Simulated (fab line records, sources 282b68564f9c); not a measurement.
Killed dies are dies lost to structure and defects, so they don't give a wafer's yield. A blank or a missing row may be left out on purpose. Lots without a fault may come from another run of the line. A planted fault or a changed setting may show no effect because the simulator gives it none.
fab line records | flow rit_cmos
record lots=5 wafers=15 last_day=7
route steps=202 shown NRETRO@55 PRETRO@64 GATE@75 FOX2@80 REOX@98
lots that met no fault: from a run of the same line without faults
start_h: hours from the record's first day to the start of the lot's first wafer shown | wait_h: hours since the lot's step before | " the same as in the row above | L1.1+2: a row that stands for several wafers | - no value, or no start given | * or withheld: withheld | < > ~ a bound
route shown NAME@n: a module of which the file shows steps, and the number in the route of the first | usual: mean/standard deviation of fault-free wafers | same: alike in all rows | chamber/n: place in a boat | sites: the reading at each site | _std_site: their standard deviation | _edge_site: outer sites' mean less inner sites' | radius_mm: how far each site lies from the wafer's centre | mask NAME#n: copy n | behind: the tool/chamber that last shaped the wafer | hold: why the lot was held/for how many hours/how that ended | device: the transistor (n, p or np) that didn't switch | end of line: the same wafers' tests at the end of the route | a step without rows: its recipe alone | killed: dies lost to structure and defects at the first sort, not the wafer's yield | map: a wafer's dies, x killed, . not, _ none there
set.NAME: the setting as run; set.NAME@STEP: as run at that earlier step | model.NAME: the simulator's own value behind a step, which no gauge read
lots at some steps of the route; a table a step, a row a wafer
services: from which hour (start_h, from the record's first day; less than 0 if before it) a tool's chamber was out of use, for how many hours, and why
## steps
# step RIT_NRETRO_SOFTBAKE_02
# recipe resist=NOVOLAK temp_c=90 time_s=60
# usual plate_temp_C=90.01/0.13
# columns lot.wafer tool chamber start_h wait_h plate_temp_C
L080.2 litho_track-01 0 62.95 0.1 89.86
L080.4 " 0 " " 89.88
L080.6 " 0 " " 89.82
L084.3 litho_track-02 0 84.92 0.1 89.85
L084.5 " 0 " " 89.93
L084.6 " 0 " " 89.88
L087.1 litho_track-03 0 100.19 0.1 90.18
L087.4 " 0 " " 90.14
L087.6 " 0 " " 90.00
L093.3 litho_track-01 0 127.90 0.1 89.94
L093.5 " 0 " " 89.84
L093.6 " 0 " " 89.89
L095.2 litho_track-03 0 136.29 0.1 90.16
L095.3 " 0 " " 89.78
L095.5 " 0 " " 89.92
# step RIT_NRETRO_EXPOSE_03
# recipe mask_id=M4 na=0.57 target_cd_nm=43900 dose_mj=250
# same na=0.57
# columns lot.wafer tool chamber start_h wait_h mask
L080.2+4+6 iline_stepper-01 0 63.10 0.1 M4#0
L084.3+5+6 iline_stepper-02 0 85.05 0.1 M4#0
L087.1+4+6 iline_stepper-02 0 100.34 0.1 M4#0
L093.3+5+6 iline_stepper-01 0 128.04 0.1 M4#0
L095.2+3+5 iline_stepper-02 0 136.44 0.1 M4#0
# step RIT_NRETRO_PEB_04
# recipe resist=NOVOLAK temp_c=withheld time_s=withheld
# columns lot.wafer tool chamber start_h wait_h
L080.2+4+6 litho_track-03 0 63.22 0.1
L084.3+5+6 litho_track-01 0 85.18 0.1
L087.1+4+6 litho_track-01 0 100.61 0.3
L093.3+5+6 litho_track-02 0 128.27 0.2
L095.2+3+5 litho_track-03 0 136.56 0.1
# step RIT_NRETRO_DEVELOP_05
# recipe resist=NOVOLAK develop_time_s=68 dev_temp_c=23
# columns lot.wafer tool chamber start_h wait_h
L080.2+4+6 litho_track-03 0 - -
L084.3+5+6 litho_track-01 0 - -
L087.1+4+6 litho_track-01 0 - -
L093.3+5+6 litho_track-02 0 - -
L095.2+3+5 litho_track-03 0 - -
# step RIT_NRETRO_OVL_MEAS_06
# usual NRETRO_OVL=0.8/1.2
# columns lot.wafer tool chamber start_h wait_h NRETRO_OVL[nm]
L080.2 overlay-02 - 63.51 - 0.4
L080.4 " - " " -1.1
L080.6 " - " " 0.9
L084.3 overlay-02 - 85.46 - 0.8
L084.5 " - " " 2.9
L084.6 " - " " -0.3
L087.1 overlay-02 - 100.93 - -0.4
L087.4 " - " " 0.1
L087.6 " - " " -0.7
L093.3 overlay-02 - 128.54 - 1.8
L093.5 " - " " -0.2
L093.6 " - " " 0.0
L095.2 overlay-02 - 136.85 - 0.9
L095.3 " - " " 0.1
L095.5 " - " " -0.2
# step RIT_NRETRO_HARDBAKE_07
# recipe resist=NOVOLAK temp_c=140 time_s=120
# usual plate_temp_C=139.99/0.14
# columns lot.wafer tool chamber start_h wait_h plate_temp_C
L080.2 litho_track-02 0 63.58 0.1 140.12
L080.4 " 0 " " 140.25
L080.6 " 0 " " 140.14
L084.3 litho_track-01 0 85.56 0.1 139.96
L084.5 " 0 " " 139.93
L084.6 " 0 " " 140.00
L087.1 litho_track-03 0 100.96 0.0 140.22
L087.4 " 0 " " 140.15
L087.6 " 0 " " 140.07
L093.3 litho_track-02 0 128.65 0.1 140.05
L093.5 " 0 " " 139.94
L093.6 " 0 " " 139.92
L095.2 litho_track-03 0 136.93 0.1 140.19
L095.3 " 0 " " 140.04
L095.5 " 0 " " 140.24
# step RIT_NRETRO_IMPLANT_08
# recipe species=P energy_kev=70 dose_cm2=1e+13 tilt_deg=7
# columns lot.wafer tool chamber start_h wait_h
L080.2+4+6 implanter-04 0 63.82 0.2
L084.3+5+6 implanter-04 0 85.78 0.2
L087.1+4+6 implanter-04 0 101.21 0.2
L093.3+5+6 implanter-01 0 128.87 0.2
L095.2+3+5 implanter-03 0 137.16 0.2
# step RIT_NRETRO_STRIP_09
# recipe chemistry=O2 time_s=180 resist=NOVOLAK platen_temp_c=withheld power_w=500 pressure_mtorr=4000 o2_flow_sccm=4000
# usual drypump_motor_current_A=5.9/0.39
# columns lot.wafer tool chamber start_h wait_h drypump_motor_current_A rf_hours_counter_h
L080.2 plasma_asher-01 1 63.94 0.1 6.1 42
L080.4 " 0 " " 5.2 -
L080.6 " 1 " " 6.1 -
L084.3 plasma_asher-04 0 85.94 0.1 6.4 -
L084.5 " 0 " " 6.4 -
L084.6 " 1 " " 5.7 -
L087.1 plasma_asher-01 1 101.36 0.1 6.1 46
L087.4 " 1 " " 6.1 -
L087.6 " 0 " " 5.2 -
L093.3 plasma_asher-02 0 129.02 0.1 6.2 -
L093.5 " 1 " " 5.7 -
L093.6 " 0 " " 6.2 -
L095.2 plasma_asher-01 0 137.28 0.1 5.2 1
L095.3 " 0 " " 5.2 -
L095.5 " 1 " " 6.1 -
# step RIT_NRETRO_TW_MEAS_10
# usual NRETRO_TW=1057/5.5
# columns lot.wafer tool chamber start_h wait_h NRETRO_TW
L080.2 film_metro-04 - 64.13 0.1 1060
L080.4 " - " " 1063
L080.6 " - " " 1051
L084.3 film_metro-03 - 86.08 0.1 1063
L084.5 " - " " 1068
L084.6 " - " " 1058
L087.1 film_metro-03 - 101.54 0.1 1053
L087.4 " - " " 1047
L087.6 " - " " 1050
L093.3 film_metro-04 - 129.16 0.1 1052
L093.5 " - " " 1051
L093.6 " - " " 1056
L095.2 film_metro-02 - 137.47 0.1 1053
L095.3 " - " " 1060
L095.5 " - " " 1048
# step RIT_PRETRO_HMDS_00
# recipe prime_time_s=60 prime_temp_c=140
# columns lot.wafer tool chamber start_h wait_h
L080.2+4+6 litho_track-03 0 64.20 0.1
L084.3+5+6 litho_track-04 0 86.21 0.1
L087.1+4+6 litho_track-03 0 101.60 0.1
L093.3+5+6 litho_track-03 0 129.25 0.1
L095.2+3+5 litho_track-03 0 137.54 0.1
# step RIT_PRETRO_COAT_01
# recipe resist=NOVOLAK spin_rpm=2000 resist_thk_nm=1300
# columns lot.wafer tool chamber start_h wait_h
L080.2+4+6 litho_track-03 0 64.35 0.1
L084.3+5+6 litho_track-04 0 86.36 0.1
L087.1+4+6 litho_track-03 0 101.75 0.1
L093.3+5+6 litho_track-03 0 129.40 0.1
L095.2+3+5 litho_track-03 0 137.69 0.1
# step RIT_PRETRO_SOFTBAKE_02
# recipe resist=NOVOLAK temp_c=90 time_s=60
# usual plate_temp_C=90.00/0.13
# columns lot.wafer tool chamber start_h wait_h plate_temp_C
L080.2 litho_track-03 0 64.50 0.1 89.94
L080.4 " 0 " " 90.00
L080.6 " 0 " " 89.96
L084.3 litho_track-04 0 86.51 0.1 90.15
L084.5 " 0 " " 90.04
L084.6 " 0 " " 90.14
L087.1 litho_track-03 0 101.90 0.1 90.19
L087.4 " 0 " " 90.12
L087.6 " 0 " " 90.10
L093.3 litho_track-03 0 129.55 0.1 89.98
L093.5 " 0 " " 90.12
L093.6 " 0 " " 89.95
L095.2 litho_track-03 0 137.84 0.1 90.11
L095.3 " 0 " " 89.97
L095.5 " 0 " " 90.19
# step RIT_PRETRO_EXPOSE_03
# recipe mask_id=M5 na=0.57 target_cd_nm=43700 dose_mj=250
# same na=0.57
# columns lot.wafer tool chamber start_h wait_h mask
L080.2+4+6 iline_stepper-01 0 64.65 0.1 M5#0
L084.3+5+6 iline_stepper-01 0 86.78 0.2 M5#0
L087.1+4+6 iline_stepper-02 0 102.05 0.1 M5#0
L093.3+5+6 iline_stepper-02 0 129.69 0.1 M5#0
L095.2+3+5 iline_stepper-02 0 137.99 0.1 M5#0
# step RIT_PRETRO_PEB_04
# recipe resist=NOVOLAK temp_c=withheld time_s=withheld
# columns lot.wafer tool chamber start_h wait_h
L080.2+4+6 litho_track-04 0 64.77 0.1
L084.3+5+6 litho_track-04 0 86.91 0.1
L087.1+4+6 litho_track-03 0 102.17 0.1
L093.3+5+6 litho_track-04 0 129.82 0.1
L095.2+3+5 litho_track-03 0 138.11 0.1
# step RIT_PRETRO_DEVELOP_05
# recipe resist=NOVOLAK develop_time_s=68 dev_temp_c=23
# columns lot.wafer tool chamber start_h wait_h
L080.2+4+6 litho_track-04 0 - -
L084.3+5+6 litho_track-04 0 - -
L087.1+4+6 litho_track-03 0 - -
L093.3+5+6 litho_track-04 0 - -
L095.2+3+5 litho_track-03 0 - -
# step RIT_PRETRO_OVL_MEAS_06
# usual PRETRO_OVL=0.2/1.5
# columns lot.wafer tool chamber start_h wait_h PRETRO_OVL[nm]
L080.2 overlay-01 - 65.06 - 1.4
L080.4 " - " " -1.8
L080.6 " - " " -0.5
L084.3 overlay-01 - 87.18 - 1.7
L084.5 " - " " 2.4
L084.6 " - " " 3.1
L087.1 overlay-01 - 102.48 - 0.6
L087.4 " - " " 0.7
L087.6 " - " " -0.8
L093.3 overlay-02 - 130.09 - -0.2
L093.5 " - " " 0.1
L093.6 " - " " -2.3
L095.2 overlay-02 - 138.40 - -1.4
L095.3 " - " " -0.3
L095.5 " - " " -0.4
# step RIT_PRETRO_HARDBAKE_07
# recipe resist=NOVOLAK temp_c=140 time_s=120
# usual plate_temp_C=140.00/0.16
# columns lot.wafer tool chamber start_h wait_h plate_temp_C
L080.2 litho_track-01 0 65.14 0.1 139.87
L080.4 " 0 " " 139.95
L080.6 " 0 " " 139.83
L084.3 litho_track-01 0 87.29 0.1 140.16
L084.5 " 0 " " 139.99
L084.6 " 0 " " 140.16
L087.1 litho_track-03 0 102.52 0.0 139.99
L087.4 " 0 " " 139.85
L087.6 " 0 " " 140.22
L093.3 litho_track-04 0 130.20 0.1 140.02
L093.5 " 0 " " 139.75
L093.6 " 0 " " 140.09
L095.2 litho_track-03 0 138.48 0.1 139.93
L095.3 " 0 " " 140.13
L095.5 " 0 " " 140.05
# step RIT_PRETRO_IMPLANT_08
# recipe species=B energy_kev=45 dose_cm2=1.2e+13 tilt_deg=7
# columns lot.wafer tool chamber start_h wait_h
L080.2+4+6 implanter-03 0 65.37 0.2
L084.3+5+6 implanter-03 0 87.51 0.2
L087.1+4+6 implanter-02 0 102.77 0.2
L093.3+5+6 implanter-02 0 130.42 0.2
L095.2+3+5 implanter-04 0 138.71 0.2
# step RIT_PRETRO_STRIP_09
# recipe chemistry=O2 time_s=180 resist=NOVOLAK platen_temp_c=withheld power_w=500 pressure_mtorr=4000 o2_flow_sccm=4000
# usual drypump_motor_current_A=5.7/0.41
# columns lot.wafer tool chamber start_h wait_h drypump_motor_current_A rf_hours_counter_h
L080.2 plasma_asher-01 1 65.49 0.1 6.0 43
L080.4 " 0 " " 5.2 -
L080.6 " 1 " " 6.0 -
L084.3 plasma_asher-01 0 87.66 0.1 5.2 -
L084.5 " 1 " " 6.1 -
L084.6 " 0 " " 5.2 -
L087.1 plasma_asher-01 1 102.92 0.1 6.1 46
L087.4 " 0 " " 5.2 -
L087.6 " 1 " " 6.1 -
L093.3 plasma_asher-03 1 130.58 0.1 5.2 -
L093.5 " 1 " " 5.2 -
L093.6 " 0 " " 5.8 -
L095.2 plasma_asher-01 0 138.83 0.1 5.2 1
L095.3 " 1 " " 6.0 -
L095.5 " 0 " " 5.2 -
# step RIT_PRETRO_TW_MEAS_10
# usual PRETRO_TW=479.0/2.2
# columns lot.wafer tool chamber start_h wait_h PRETRO_TW
L080.2 film_metro-03 - 65.68 0.1 480.0
L080.4 " - " " 481.9
L080.6 " - " " 480.0
L084.3 film_metro-03 - 87.80 0.1 481.9
L084.5 " - " " 478.2
L084.6 " - " " 482.8
L087.1 film_metro-04 - 103.09 0.1 478.4
L087.4 " - " " 479.2
L087.6 " - " " 478.3
L093.3 film_metro-04 - 130.71 0.1 478.9
L093.5 " - " " 477.2
L093.6 " - " " 477.8
L095.2 film_metro-03 - 139.02 0.1 478.4
L095.3 " - " " 478.6
L095.5 " - " " 479.3
# step RIT_GATE_WET_ETCH_00
# recipe chemistry=BOE target=SiO2 target_depth_nm=56 time_s=60 dry=n2_spin dilution=10:1 temp_c=21.5
# columns lot.wafer tool chamber start_h wait_h
L080.2+4+6 wet_bench-02 1 65.73 0.0
L084.3+5+6 wet_bench-03 2 87.84 0.0
L087.1+4+6 wet_bench-03 2 103.15 0.1
L093.3+5+6 wet_bench-01 2 130.75 0.0
L095.2+3+5 wet_bench-03 3 139.07 0.0
# step RIT_GATE_CLEAN_01
# recipe chemistry=SC1 mix=3:3:50 time_s=600 temp_c=75
# columns lot.wafer tool chamber start_h wait_h
L080.2+4+6 wet_bench-03 1 65.75 0.0
L084.3+5+6 wet_bench-02 3 87.87 0.0
L087.1+4+6 wet_bench-01 3 103.18 0.0
L093.3+5+6 wet_bench-01 0 130.78 0.0
L095.2+3+5 wet_bench-01 2 139.09 0.0
# step RIT_GATE_CLEAN_02
# recipe chemistry=dHF dilution=50:1 time_s=30
# columns lot.wafer tool chamber start_h wait_h
L080.2+4+6 wet_bench-02 0 65.94 0.0
L084.3+5+6 wet_bench-03 3 88.04 0.0
L087.1+4+6 wet_bench-02 0 103.35 0.0
L093.3+5+6 wet_bench-03 1 130.95 0.0
L095.2+3+5 wet_bench-01 2 139.44 0.0
# step RIT_GATE_CLEAN_03
# recipe chemistry=SC2 mix=3:3:50 time_s=600 temp_c=75 dry=n2_spin
# columns lot.wafer tool chamber start_h wait_h
L080.2+4+6 wet_bench-03 2 65.96 0.0
L084.3+5+6 wet_bench-01 1 88.06 0.0
L087.1+4+6 wet_bench-03 2 103.37 0.0
L093.3+5+6 wet_bench-01 3 130.97 0.0
L095.2+3+5 wet_bench-01 3 139.48 0.0
# step RIT_GATE_CLEAN_04
# recipe chemistry=dHF dilution=50:1 time_s=60 dry=n2_spin
# columns lot.wafer tool chamber start_h wait_h
L080.2+4+6 wet_bench-02 1 66.15 0.0
L084.3+5+6 wet_bench-02 3 88.24 0.0
L087.1+4+6 wet_bench-01 2 103.54 0.0
L093.3+5+6 wet_bench-03 0 131.15 0.0
L095.2+3+5 wet_bench-02 3 139.83 0.0
# step RIT_FOX2_THK_MEAS_91
# recipe reads=SiO2_of_FOX2_OXIDATION_00
# usual FIELD_OXIDE_LEFT_2_THK=257/5.6
# columns lot.wafer tool chamber start_h wait_h FIELD_OXIDE_LEFT_2_THK[nm]
L080.2 film_metro-04 - 66.19 0.0 263
L080.4 " - " " 262
L080.6 " - " " 258
L084.3 film_metro-02 - 88.28 0.0 264
L084.5 " - " " 259
L084.6 " - " " 262
L087.1 film_metro-01 - 103.57 0.0 251
L087.4 " - " " 256
L087.6 " - " " 246
L093.3 film_metro-02 - 131.19 0.0 259
L093.5 " - " " 261
L093.6 " - " " 254
L095.2 film_metro-04 - 139.86 0.0 261
L095.3 " - " " 261
L095.5 " - " " 259
# step RIT_GATE_OXIDATION_05
# recipe temp_c=900 ambient=O2 target_thk_a=30 ox_time_s=270
# usual ox_temp_c=900.1/0.38 spike_tc_load_C=922/3.3 tube_center_temp_C=900/0.083
# columns lot.wafer tool chamber start_h wait_h ox_temp_c spike_tc_load_C tube_center_temp_C
L080.2 furnace-03 0 68.27 2.1 900.1 922 899.86
L080.4 " 0 " " 900.3 922 900.1
L080.6 " 0 " " 900.2 924 899.98
L084.3 furnace-01 0 89.80 1.5 899.7 917 900
L084.5 " 0 " " 899.7 918 899.94
L084.6 " 0 " " 899.6 919 899.92
L087.1 furnace-04 0 104.15 0.6 900.4 925 899.91
L087.4 " 0 " " 899.6 925 900.15
L087.6 " 0 " " 899.8 925 899.99
L093.3 furnace-03 0 132.30 1.1 899.6 923 899.94
L093.5 " 0 " " 900.5 921 899.89
L093.6 " 0 " " 900.5 923 899.99
L095.2 furnace-04 0 139.92 0.0 900.3 926 899.92
L095.3 " 0 " " 900.0 924 900.01
L095.5 " 0 " " 900.2 924 900.07
# step RIT_GATE_ANNEAL_06
# recipe temp_c=900 time_s=600 ambient=N2O
# usual spike_tc_load_C=923/3.1 tube_center_temp_C=900/0.084
# columns lot.wafer tool chamber start_h wait_h spike_tc_load_C tube_center_temp_C
L080.2 furnace-03 0 70.66 1.3 922 900.11
L080.4 " 0 " " 922 899.91
L080.6 " 0 " " 923 899.87
L084.3 furnace-03 0 91.16 0.3 923 899.94
L084.5 " 0 " " 923 899.87
L084.6 " 0 " " 921 900.04
L087.1 furnace-04 0 106.54 1.3 925 899.91
L087.4 " 0 " " 926 900.04
L087.6 " 0 " " 925 899.89
L093.3 furnace-04 0 135.73 2.3 924 899.96
L093.5 " 0 " " 925 899.92
L093.6 " 0 " " 924 899.94
L095.2 furnace-01 0 141.00 0.0 917 900.09
L095.3 " 0 " " 918 899.97
L095.5 " 0 " " 917 900.04
# step RIT_GATE_THK_MEAS_07
# recipe reads=SiO2_of_GATE_OXIDATION_05
# usual GATE_OXIDE_THK=3.03/0.063
# columns lot.wafer tool chamber start_h wait_h GATE_OXIDE_THK[nm]
L080.2 film_metro-01 - 70.92 0.0 3.03
L080.4 " - " " 3.07
L080.6 " - " " 3.09
L084.3 film_metro-02 - 91.43 0.0 2.96
L084.5 " - " " 3.03
L084.6 " - " " 3.07
L087.1 film_metro-04 - 106.79 0.0 2.90
L087.4 " - " " 2.86
L087.6 " - " " 2.89
L093.3 film_metro-04 - 136.00 0.0 3.12
L093.5 " - " " 3.03
L093.6 " - " " 3.12
L095.2 film_metro-04 - 141.26 0.0 3.08
L095.3 " - " " 2.93
L095.5 " - " " 3.02
# step RIT_GATE_CVD_08
# recipe material=poly-Si target_thk_nm=250 temp_c=610 precursor=SiH4 time_s=2220 pressure_mtorr=300 sih4_flow_sccm=100
# usual spike_tc_load_C=629.7/1.8
# columns lot.wafer tool chamber start_h wait_h spike_tc_load_C
L080.2 lpcvd-02 0 71.50 0.6 630.1
L080.4 " 0 " " 631.7
L080.6 " 0 " " 634.0
L084.3 lpcvd-02 1 91.47 0.0 630.4
L084.5 " 1 " " 631.3
L084.6 " 1 " " 629.8
L087.1 lpcvd-02 0 106.85 0.1 630.5
L087.4 " 0 " " 632.4
L087.6 " 0 " " 632.1
L093.3 lpcvd-01 0 136.04 0.0 626.0
L093.5 " 0 " " 626.7
L093.6 " 0 " " 627.5
L095.2 lpcvd-02 1 141.31 0.0 631.8
L095.3 " 1 " " 631.8
L095.5 " 1 " " 628.6
# step RIT_GATE_THK_MEAS_09
# recipe reads=poly-Si_of_GATE_CVD_08
# usual GATE_POLY_THK=249.8/1.8
# columns lot.wafer tool chamber start_h wait_h GATE_POLY_THK[nm]
L080.2 film_metro-01 - 73.12 0.0 249.2
L080.4 " - " " 252.0
L080.6 " - " " 249.7
L084.3 film_metro-04 - 93.10 0.0 250.4
L084.5 " - " " 249.0
L084.6 " - " " 252.6
L087.1 film_metro-01 - 108.47 0.0 249.6
L087.4 " - " " 251.1
L087.6 " - " " 251.4
L093.3 film_metro-01 - 137.67 0.0 249.4
L093.5 " - " " 250.9
L093.6 " - " " 250.7
L095.2 film_metro-01 - 142.94 0.0 251.4
L095.3 " - " " 249.8
L095.5 " - " " 248.7
# step RIT_GATE_HMDS_10
# recipe prime_time_s=60 prime_temp_c=140
# columns lot.wafer tool chamber start_h wait_h
L080.2+4+6 litho_track-04 0 73.20 0.1
L084.3+5+6 litho_track-01 0 93.19 0.1
L087.1+4+6 litho_track-04 0 108.53 0.1
L093.3+5+6 litho_track-04 0 137.76 0.1
L095.2+3+5 litho_track-04 0 143.01 0.1
# step RIT_GATE_COAT_11
# recipe resist=NOVOLAK spin_rpm=4250 resist_thk_nm=850
# columns lot.wafer tool chamber start_h wait_h
L080.2+4+6 litho_track-04 0 73.35 0.1
L084.3+5+6 litho_track-01 0 93.34 0.1
L087.1+4+6 litho_track-04 0 108.68 0.1
L093.3+5+6 litho_track-04 0 137.91 0.1
L095.2+3+5 litho_track-04 0 143.16 0.1
# step RIT_GATE_SOFTBAKE_12
# recipe resist=NOVOLAK temp_c=90 time_s=60
# usual plate_temp_C=89.98/0.13
# columns lot.wafer tool chamber start_h wait_h plate_temp_C
L080.2 litho_track-04 0 73.50 0.1 90.08
L080.4 " 0 " " 90.07
L080.6 " 0 " " 90.30
L084.3 litho_track-01 0 93.49 0.1 89.88
L084.5 " 0 " " 89.88
L084.6 " 0 " " 89.83
L087.1 litho_track-04 0 108.83 0.1 90.13
L087.4 " 0 " " 90.04
L087.6 " 0 " " 90.09
L093.3 litho_track-04 0 138.06 0.1 90.02
L093.5 " 0 " " 90.09
L093.6 " 0 " " 90.01
L095.2 litho_track-04 0 143.31 0.1 90.05
L095.3 " 0 " " 89.95
L095.5 " 0 " " 89.88
# step RIT_GATE_EXPOSE_13
# recipe mask_id=M6 na=0.6 source_shape=conventional sigma_outer=0.6 target_cd_nm=150 dose_mj=380
# same na=0.6
# columns lot.wafer tool chamber start_h wait_h mask
L080.2+4+6 iline_stepper-02 0 73.64 0.1 M6#0
L084.3+5+6 iline_stepper-02 0 93.63 0.1 M6#0
L087.1+4+6 iline_stepper-02 0 108.98 0.1 M6#0
L093.3+5+6 iline_stepper-02 0 138.20 0.1 M6#0
L095.2+3+5 iline_stepper-02 0 143.58 0.2 M6#0
# step RIT_GATE_PEB_14
# recipe resist=NOVOLAK temp_c=withheld time_s=withheld
# columns lot.wafer tool chamber start_h wait_h
L080.2+4+6 litho_track-01 0 73.76 0.1
L084.3+5+6 litho_track-02 0 93.76 0.1
L087.1+4+6 litho_track-04 0 109.10 0.1
L093.3+5+6 litho_track-02 0 138.33 0.1
L095.2+3+5 litho_track-04 0 143.70 0.1
# step RIT_GATE_DEVELOP_15
# recipe resist=NOVOLAK develop_time_s=50 dev_temp_c=23
# columns lot.wafer tool chamber start_h wait_h
L080.2+4+6 litho_track-01 0 - -
L084.3+5+6 litho_track-02 0 - -
L087.1+4+6 litho_track-04 0 - -
L093.3+5+6 litho_track-02 0 - -
L095.2+3+5 litho_track-04 0 - -
# step RIT_GATE_CD_MEAS_16
# recipe target_cd_nm=150
# usual cd_nm=149.3/2.4
# columns lot.wafer tool chamber start_h wait_h cd_nm
L080.2 cd_sem-02 - 74.04 - 147.7
L080.4 " - " " 148.4
L080.6 " - " " 148.2
L084.3 cd_sem-01 - 94.03 - 148.5
L084.5 " - " " 147.5
L084.6 " - " " 150.1
L087.1 cd_sem-01 - 109.38 - 150.8
L087.4 " - " " 150.3
L087.6 " - " " 149.1
L093.3 cd_sem-01 - 138.60 - 146.1
L093.5 " - " " 148.2
L093.6 " - " " 146.5
L095.2 cd_sem-02 - 143.98 - 151.2
L095.3 " - " " 150.8
L095.5 " - " " 152.7
# step RIT_GATE_OVL_MEAS_17
# usual GATE_OVL=-0.4/1.2
# columns lot.wafer tool chamber start_h wait_h GATE_OVL[nm]
L080.2 overlay-02 - 74.15 0.1 -0.9
L080.4 " - " " -3.4
L080.6 " - " " -1.4
L084.3 overlay-01 - 94.13 0.1 -1.6
L084.5 " - " " -0.4
L084.6 " - " " 0.8
L087.1 overlay-02 - 109.50 0.1 0.5
L087.4 " - " " -0.5
L087.6 " - " " -1.4
L093.3 overlay-02 - 138.70 0.1 -1.0
L093.5 " - " " -2.4
L093.6 " - " " 0.2
L095.2 overlay-01 - 144.09 0.1 0.2
L095.3 " - " " -0.7
L095.5 " - " " -0.2
# step RIT_GATE_HARDBAKE_18
# recipe resist=NOVOLAK temp_c=140 time_s=60
# usual plate_temp_C=139.99/0.14
# columns lot.wafer tool chamber start_h wait_h plate_temp_C
L080.2 litho_track-04 0 74.20 0.0 139.88
L080.4 " 0 " " 139.95
L080.6 " 0 " " 139.70
L084.3 litho_track-02 0 94.20 0.1 140.14
L084.5 " 0 " " 139.90
L084.6 " 0 " " 139.98
L087.1 litho_track-04 0 109.53 0.0 139.97
L087.4 " 0 " " 140.09
L087.6 " 0 " " 140.09
L093.3 litho_track-04 0 138.77 0.1 139.80
L093.5 " 0 " " 139.93
L093.6 " 0 " " 139.92
L095.2 litho_track-02 0 144.14 0.0 140.19
L095.3 " 0 " " 140.12
L095.5 " 0 " " 139.97
# step RIT_GATE_ETCH_19
# recipe chemistry=SF6/CHF3/O2 time_s=165 SF6_flow_sccm=30 CHF3_flow_sccm=30 O2_flow_sccm=5 target=poly-Si pressure_mtorr=40 rf_w=160 target_depth_a=3125 over_etch_frac=0.25 stop_on=SiO2
# usual O2_flow_sccm=5.000/0.015 drypump_motor_current_A=5.4/0.4 oes_product_au=0.848/0.014 throttle_valve_pct=10.16/0.16
# columns lot.wafer tool chamber start_h wait_h O2_flow_sccm drypump_motor_current_A oes_product_au rf_hours_counter_h throttle_valve_pct
L080.2 rie_si-02 3 74.33 0.1 4.985 5.8 0.868 142 10.38
L080.4 " 1 " " 4.993 6.2 0.836 0 9.88
L080.6 " 0 " " 5.019 5.2 0.827 - 10.08
L084.3 rie_si-02 1 94.30 0.1 4.995 6.2 0.829 0 9.88
L084.5 " 3 " " 4.990 5.8 0.864 - 10.40
L084.6 " 0 " " 4.991 5.2 0.832 - 10.09
L087.1 rie_si-01 3 109.68 0.1 4.969 5.3 0.857 139 10.31
L087.4 " 0 " " 4.985 4.9 0.859 136 10.01
L087.6 " 3 " " 4.954 5.3 0.857 - 10.31
L093.3 rie_si-01 2 138.87 0.1 4.987 5.3 0.856 0 10.14
L093.5 " 0 " " 4.974 4.9 0.859 - 10.02
L093.6 " 1 " " 4.992 5.6 0.846 - 10.22
L095.2 rie_si-01 2 144.27 0.1 4.994 5.3 0.862 0 10.14
L095.3 " 0 " " 5.004 4.9 0.859 137 10.03
L095.5 " 0 " " 4.998 4.9 0.850 - 10.00
# step RIT_GATE_STRIP_20
# recipe chemistry=O2 time_s=180 resist=NOVOLAK platen_temp_c=withheld power_w=500 pressure_mtorr=4000 o2_flow_sccm=4000
# usual drypump_motor_current_A=6.0/0.33
# columns lot.wafer tool chamber start_h wait_h drypump_motor_current_A rf_hours_counter_h
L080.2 plasma_asher-02 1 74.44 0.1 5.7 28
L080.4 " 1 " " 5.7 -
L080.6 " 0 " " 6.2 -
L084.3 plasma_asher-04 1 94.47 0.1 5.8 -
L084.5 " 1 " " 5.8 -
L084.6 " 0 " " 6.4 -
L087.1 plasma_asher-04 1 109.79 0.1 5.7 49
L087.4 " 0 " " 6.4 -
L087.6 " 0 " " 6.4 -
L093.3 plasma_asher-03 0 139.04 0.1 5.8 -
L093.5 " 1 " " 5.2 -
L093.6 " 0 " " 5.8 -
L095.2 plasma_asher-04 1 144.38 0.1 5.7 53
L095.3 " 0 " " 6.4 -
L095.5 " 1 " " 5.7 -
# step RIT_GATE_CD_MEAS_90
# recipe target_cd_nm=150
# usual cd_nm=149.3/2.4
# columns lot.wafer tool chamber start_h wait_h cd_nm
L080.2 cd_sem-02 - 74.63 0.1 147.9
L080.4 " - " " 147.9
L080.6 " - " " 148.4
L084.3 cd_sem-01 - 94.62 0.1 148.6
L084.5 " - " " 147.4
L084.6 " - " " 150.1
L087.1 cd_sem-01 - 109.97 0.1 150.7
L087.4 " - " " 149.8
L087.6 " - " " 149.1
L093.3 cd_sem-01 - 139.19 0.1 146.3
L093.5 " - " " 148.5
L093.6 " - " " 146.4
L095.2 cd_sem-01 - 144.57 0.1 151.5
L095.3 " - " " 150.6
L095.5 " - " " 152.7
# step RIT_REOX_CLEAN_00
# recipe chemistry=SC1 mix=3:3:50 time_s=600 temp_c=75
# columns lot.wafer tool chamber start_h wait_h
L080.2+4+6 wet_bench-03 2 74.73 0.1
L084.3+5+6 wet_bench-01 1 94.70 0.1
L087.1+4+6 wet_bench-03 2 110.09 0.1
L093.3+5+6 wet_bench-03 1 139.29 0.1
L095.2+3+5 wet_bench-04 2 144.67 0.1
# step RIT_REOX_CLEAN_01
# recipe chemistry=dHF dilution=50:1 time_s=30
# columns lot.wafer tool chamber start_h wait_h
L080.2+4+6 wet_bench-04 0 74.91 0.0
L084.3+5+6 wet_bench-04 2 94.88 0.0
L087.1+4+6 wet_bench-01 3 110.28 0.0
L093.3+5+6 wet_bench-03 2 139.46 0.0
L095.2+3+5 wet_bench-03 1 144.85 0.0
## services
# columns tool chamber start_h hours kind
implanter-03 - 42.50 3.2 pm
iline_stepper-01 - 43.35 1.9 repair
implanter-02 - 55.93 1.3 repair
wet_bench-03 - 57.75 1.9 pm
wet_bench-01 - 64.67 2.7 repair
plasma_asher-01 - 75.98 2.8 pm
implanter-01 - 78.59 2.9 repair
furnace-04 - 79.52 3.6 pm
furnace-03 - 84.33 3.3 pm
iline_stepper-01 - 88.92 28.9 pm
plasma_asher-03 - 102.96 1.5 repair
implanter-04 - 105.12 3.6 repair
plasma_asher-01 - 108.75 9.0 pm
plasma_asher-01 0 108.75 9.0 vent_cycle
plasma_asher-01 1 108.75 9.0 vent_cycle
plasma_asher-01 0 117.75 - clean
plasma_asher-01 1 117.75 - clean
plasma_asher-02 - 119.58 1.3 repair
rie_si-01 0 120.01 9.0 repair
wet_bench-03 - 121.45 1.7 repair
plasma_asher-01 - 123.57 7.8 repair
implanter-04 - 125.82 2.4 pm
rie_si-01 1 142.39 18.2 repair
furnace-04 - 142.93 3.5 pm
## key
fault none
